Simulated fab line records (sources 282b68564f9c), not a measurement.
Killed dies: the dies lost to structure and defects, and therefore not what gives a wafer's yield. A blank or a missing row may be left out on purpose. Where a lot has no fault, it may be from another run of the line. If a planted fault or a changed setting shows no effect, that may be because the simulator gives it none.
fab line records | flow rit-cmos
[record] lots = 14 wafers = 42 last-day = 8
route steps=202 shown FOX1@20 M1@202
lots with no fault: from the same line, run without faults
start-h: the number of hours between the record's first day and the start of the first shown wafer of the lot | wait-h: how many hours have passed since the lot's step before this one | " unchanged from the row above | L1.1+2: a row that stands for several wafers | - no value present, or no start provided | * or withheld: withheld | < > ~ a bound
route shown NAME@n: NAME is a module with steps in the file, n the number in the route of the first one | usual: the fault-free wafers' mean and standard deviation | same: alike in all rows | chamber/n: place in a boat | sites: per-site readings | _std_site: standard deviation across them | _edge_site: the outer-site mean with the inner-site mean subtracted | radius-mm: how far each site lies from the wafer's centre | mask NAME#n: copy n | behind: the last tool/chamber to shape the wafer | hold: cause of the lot's hold/its duration in hours/its outcome | device: the n, p or np transistor that did not switch | end of line: the tests these same wafers got at the end of their route | step lacking rows: just its recipe | killed: count of dies lost to structure and defects at first sort (not the wafer's yield) | map: dies across one wafer; x = killed, . = not, _ = none there
set.NAME: the setting the step ran with; set.NAME@STEP: the setting that earlier step ran with | model.NAME: the simulator's own value behind a step, which no gauge read
route steps across a sampled set of lots; one table per step, one row per wafer
services: a tool's chamber out of use, with start hour (start-h, from the record's first day; less than 0 if before it), hours out, and reason
[[steps]]
[step RIT_FOX1_OXIDATION_00]
[recipe] temp-c = 1100 ambient = H2O target-thk-a = 3507 p-h2o-torr = 720 ox-time-s = 1130
[usual] spike-tc-load-C = 1127.9/1.2 tube_center_temp_C_max = 1102.8/0.44
// columns lot.wafer tool chamber start-h wait-h spike-tc-load-C tube_center_temp_C_max
L264.1 furnace-04 0 22.18 0.1 1127.9 1102.8
L264.2 " 0 " " 1127.6 1103.2
L264.4 " 0 " " 1129.2 1102.5
L266.4 furnace-04 0 32.85 2.2 1129.1 1103.3
L266.5 " 0 " " 1127.8 1102.2
L266.6 " 0 " " 1126.7 1104.1
L267.1 furnace-04 0 36.30 0.0 1129.1 1102.0
L267.3 " 0 " " 1125.7 1102.4
L267.6 " 0 " " 1127.2 1103.0
L268.3 furnace-04 0 43.22 2.2 1128.4 1103.2
L268.4 " 0 " " 1126.9 1102.7
L268.5 " 0 " " 1127.5 1102.9
L269.3 furnace-04 0 47.68 0.2 1128.1 1103.1
L269.4 " 0 " " 1128.0 1102.8
L269.6 " 0 " " 1126.7 1102.9
L270.1 furnace-03 0 51.94 0.0 1127.3 1102.3
L270.2 " 0 " " 1128.2 1102.2
L270.5 " 0 " " 1125.9 1102.9
L271.1 furnace-04 0 59.30 3.8 1127.6 1102.7
L271.5 " 0 " " 1126.8 1102.8
L271.6 " 0 " " 1129.7 1102.8
L274.1 furnace-04 0 75.77 4.8 1127.9 1103.3
L274.5 " 0 " " 1128.9 1102.8
L274.6 " 0 " " 1128.1 1102.1
L275.1 furnace-03 0 80.31 1.1 1127.1 1103.7
L275.3 " 0 " " 1126.5 1102.6
L275.6 " 0 " " 1127.9 1103.2
L277.2 furnace-03 0 90.47 4.5 1128.2 1102.2
L277.3 " 0 " " 1126.5 1103.6
L277.4 " 0 " " 1127.8 1102.8
L279.1 furnace-03 0 101.08 1.2 1126.3 1102.2
L279.2 " 0 " " 1126.6 1102.8
L279.4 " 0 " " 1127.7 1103.0
L284.2 furnace-04 0 122.22 0.7 1127.2 1102.2
L284.4 " 0 " " 1128.2 1102.7
L284.6 " 0 " " 1128.5 1102.8
L285.4 furnace-01 0 133.10 2.4 1129.3 1102.6
L285.5 " 0 " " 1129.2 1102.3
L285.6 " 0 " " 1130.2 1103.1
L286.1 furnace-01 0 133.10 2.2 1129.4 1102.4
L286.4 " 0 " " 1129.9 1102.5
L286.6 " 0 " " 1130.1 1102.7
[step RIT_FOX1_THK_MEAS_01]
[recipe] reads = SiO2_of_FOX1_OXIDATION_00
[usual] FOX1_OXIDE_THK = 345/5.8
// columns lot.wafer tool chamber start-h wait-h FOX1_OXIDE_THK[nm]
L264.1 film-metro-03 - 23.50 0.0 347
L264.2 " - " " 349
L264.4 " - " " 343
L266.4 film-metro-04 - 34.19 0.0 344
L266.5 " - " " 346
L266.6 " - " " 342
L267.1 film-metro-02 - 37.62 0.0 345
L267.3 " - " " 350
L267.6 " - " " 340
L268.3 film-metro-03 - 44.55 0.0 350
L268.4 " - " " 347
L268.5 " - " " 345
L269.3 film-metro-03 - 49.01 0.0 355
L269.4 " - " " 353
L269.6 " - " " 347
L270.1 film-metro-04 - 53.25 0.0 345
L270.2 " - " " 346
L270.5 " - " " 341
L271.1 film-metro-02 - 60.61 0.0 346
L271.5 " - " " 348
L271.6 " - " " 341
L274.1 film-metro-02 - 77.08 0.0 335
L274.5 " - " " 335
L274.6 " - " " 334
L275.1 film-metro-04 - 81.62 0.0 344
L275.3 " - " " 343
L275.6 " - " " 346
L277.2 film-metro-02 - 91.80 0.0 215
L277.3 " - " " 216
L277.4 " - " " 222
L279.1 film-metro-02 - 102.39 0.0 224
L279.2 " - " " 222
L279.4 " - " " 232
L284.2 film-metro-02 - 123.54 0.0 347
L284.4 " - " " 347
L284.6 " - " " 347
L286.1 film-metro-04 - 134.41 0.0 346
L286.4 " - " " 347
L286.6 " - " " 353
L285.4 film-metro-02 - 134.44 0.0 367
L285.5 " - " " 354
L285.6 " - " " 357
[step RIT_M1_PROBE_99]
[usual] killed_at_M0_to_M3 = 0.0/0.12 killed-at-contacts = 0.1/0.23 killed-at-front-end = 6.6/2.9 killed-dies = 6.7/3 killed-on-rim = 1.7/1.4 killed-open = 3.5/2.1 killed-short = 3.2/1.8
[same] gross-dies = 264 killed_at_M4_up = 0 killed-at-back-side = 0 killed-at-other = 0
// columns lot.wafer tool chamber start-h wait-h killed_at_M0_to_M3 killed-at-contacts killed-at-front-end killed-dies killed-on-rim killed-open killed-short
L274.1 prober-01 - 126.85 0.1 0 0 8 8 2 6 2
L274.5 prober-01 - 127.05 0.2 0 0 7 7 1 5 2
L274.6 prober-01 - 127.10 0.2 0 0 11 11 4 8 3
L279.1 prober-02 - 154.27 0.1 0 0 6 6 2 5 1
L279.2 prober-02 - 154.32 0.1 0 0 8 8 2 6 2
L279.4 prober-02 - 154.42 0.2 0 0 1 1 0 0 1
// killed by level:class
L274.1 FOX1:geometric-particle:open=2 GATE:geometric-particle:open=2 FOX2:geometric-particle:short=1 FOX2:geometric-particle:open=1 SILICIDE:geometric-particle:short=1 SPACER:geometric-particle:open=1
L274.5 GATE:geometric-particle:open=3 FOX1:geometric-particle:short=1 GATE:geometric-particle:short=1 SPACER:geometric-particle:open=1 SILICIDE:geometric-particle:open=1
L274.6 GATE:geometric-particle:open=6 FOX2:geometric-particle:open=1 FOX2:geometric-particle:short=1 GATE:geometric-particle:short=1 REOX:geometric-particle:open=1 REOX:geometric-particle:short=1
L279.1 GATE:geometric-particle:open=3 FOX1:geometric-particle:open=1 FOX2:geometric-particle:open=1 SILICIDE:geometric-particle:short=1
L279.2 SILICIDE:geometric-particle:open=3 FOX1:geometric-particle:open=1 FOX1:geometric-particle:short=1 GATE:geometric-particle:open=1 GATE:geometric-particle:short=1 REOX:geometric-particle:open=1
L279.4 GATE:geometric-particle:short=1
[[services]]
// columns tool chamber start-h hours kind
furnace-01 - 27.86 3.0 pm
furnace-04 - 56.27 3.0 pm
furnace-03 - 115.05 3.4 pm
[[key]]
[first-sign] step = RIT_FOX1_THK_MEAS_01 reading = FOX1_OXIDE_THK direction = down sigmas = 21 usual = 345 struck = 222
effect none on later readings
met-at RIT_FOX1_OXIDATION_00
struck-lots L277,L279
tester-left-out L277,L279
onset-between 80.31 90.47
[fault] kind = process-parameter-drift tool = furnace-03 chamber = - onset-h = 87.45 steps = RIT_FOX1_OXIDATION_00 channel = ox-time-s offset = * shape = step end-h = 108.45 acts-in = * stated = *
// tester-left-out: of these lots the tester's yield and bins aren't shown, on N5 and GAA mostly nor the transistor test; their killed dies are dies lost to structure and defects alone, not to doping, threshold or leakage, so they don't give the yield
